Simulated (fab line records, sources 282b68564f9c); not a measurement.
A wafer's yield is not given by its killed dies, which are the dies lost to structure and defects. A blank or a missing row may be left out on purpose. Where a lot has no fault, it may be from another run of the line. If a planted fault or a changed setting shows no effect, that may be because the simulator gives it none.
Shared-tool check + flow ritCmos + Sampled: 15 lots, 45 wafers

== REASON FOR OPENING ==
Of 15 lots, 3 have the reading M1_AL_RS flagged at RIT_M1_RS_MEAS_01. Wafers without a fault read 0.0736 ohm/sq, standard deviation 0.00056.
Rule: a lot gets a flag if all its wafers with a number sit over 4 standard deviations from that mean, or if no wafer of it has a number. As for the other lots, they are considered sound.

| lot  | measured    | on           | M1_AL_RS (ohm/sq), wafer by wafer | flag    |
|------|-------------|--------------|-----------------------------------|---------|
| L972 | day 3 09:52 | filmMetro-03 | 0.0736 0.0737 0.0742              |         |
| L973 | day 3 20:29 | filmMetro-01 | 0.0736 0.0737 0.0735              |         |
| L974 | day 4 00:31 | filmMetro-03 | 0.0366 0.0365 0.0364              | FLAGGED |
| L975 | day 4 02:59 | filmMetro-02 | 0.0734 0.0733 0.0733              |         |
| L979 | day 5 01:25 | filmMetro-02 | 0.0365 0.0363 0.0365              | FLAGGED |
| L985 | day 6 03:43 | filmMetro-01 | 0.0357 0.0361 0.0359              | FLAGGED |
| L986 | day 6 09:37 | filmMetro-01 | 0.0749 0.0746 0.0748              |         |
| L988 | day 6 15:06 | filmMetro-03 | 0.0735 0.0738 0.0735              |         |
| L989 | day 7 00:13 | filmMetro-02 | 0.0727 0.0729 0.0734              |         |
| L990 | day 7 06:22 | filmMetro-01 | 0.0741 0.0733 0.0738              |         |
| L991 | day 7 09:44 | filmMetro-02 | 0.0736 0.0739 0.0742              |         |
| L992 | day 7 16:35 | filmMetro-02 | 0.0734 0.0723 0.0727              |         |
| L993 | day 7 20:41 | filmMetro-02 | 0.0735 0.0737 0.0735              |         |
| L994 | day 8 01:01 | filmMetro-03 | 0.0729 0.0737 0.0726              |         |
| L995 | day 8 01:58 | filmMetro-03 | 0.0741 0.0737 0.0741              |         |
On average the flagged lots' numbers are 0.0363 ohm/sq, which is -0.0373 ohm/sq against the usual, or -67 standard deviations.

== LOT BY LOT: THE TOOL USED ==
The record keeps 1 process step preceding the reading, out of 202 steps on the route. Read each cell as the tool, then ch plus the chambers that the sampled wafers visited, then the start.
| lot  | flag    | RIT_M1_SPUTTER_00          |
|------|---------|----------------------------|
| L972 |         | pvdSputter-01, day 3 09:34 |
| L973 |         | pvdSputter-02, day 3 20:11 |
| L974 | FLAGGED | pvdSputter-01, day 3 23:44 |
| L975 |         | pvdSputter-02, day 4 02:40 |
| L979 | FLAGGED | pvdSputter-02, day 5 00:34 |
| L985 | FLAGGED | pvdSputter-02, day 6 02:56 |
| L986 |         | pvdSputter-01, day 6 09:19 |
| L988 |         | pvdSputter-04, day 6 14:47 |
| L989 |         | pvdSputter-01, day 6 23:53 |
| L990 |         | pvdSputter-02, day 7 06:04 |
| L991 |         | pvdSputter-01, day 7 09:26 |
| L992 |         | pvdSputter-02, day 7 16:16 |
| L993 |         | pvdSputter-01, day 7 20:24 |
| L994 |         | pvdSputter-01, day 8 00:41 |
| L995 |         | pvdSputter-04, day 8 01:40 |
These steps, and what they do:
- RIT_M1_SPUTTER_00: material Al, target thk 400 nm, time 500 s.
- RIT_M1_RS_MEAS_01: measures by four-point-probe.

== FLAGGED OVER TOTAL, TOOL BY TOOL (the gauges that took the reading come last) ==
| step              | tool          | lots run | flagged | share of the flagged lots | sound lots run after its first flagged lot |
|-------------------|---------------|----------|---------|---------------------------|--------------------------------------------|
| RIT_M1_SPUTTER_00 | pvdSputter-01 | 7        | 1       | some                      | 5 (L986,L989,L991,L993,L994)               |
| RIT_M1_SPUTTER_00 | pvdSputter-02 | 6        | 2       | some                      | 2 (L990,L992)                              |
| RIT_M1_SPUTTER_00 | pvdSputter-04 | 2        | 0       | none                      | -                                          |
| RIT_M1_RS_MEAS_01 | filmMetro-01  | 4        | 1       | some                      | 2 (L986,L990)                              |
| RIT_M1_RS_MEAS_01 | filmMetro-02  | 6        | 1       | some                      | 4 (L989,L991,L992,L993)                    |
| RIT_M1_RS_MEAS_01 | filmMetro-03  | 5        | 1       | some                      | 3 (L988,L994,L995)                         |

== WHAT IS ALLOWED BY THE TABLE ==
No row of the table ran every flagged lot.

== WHAT THE SIMULATOR PUT IN ==
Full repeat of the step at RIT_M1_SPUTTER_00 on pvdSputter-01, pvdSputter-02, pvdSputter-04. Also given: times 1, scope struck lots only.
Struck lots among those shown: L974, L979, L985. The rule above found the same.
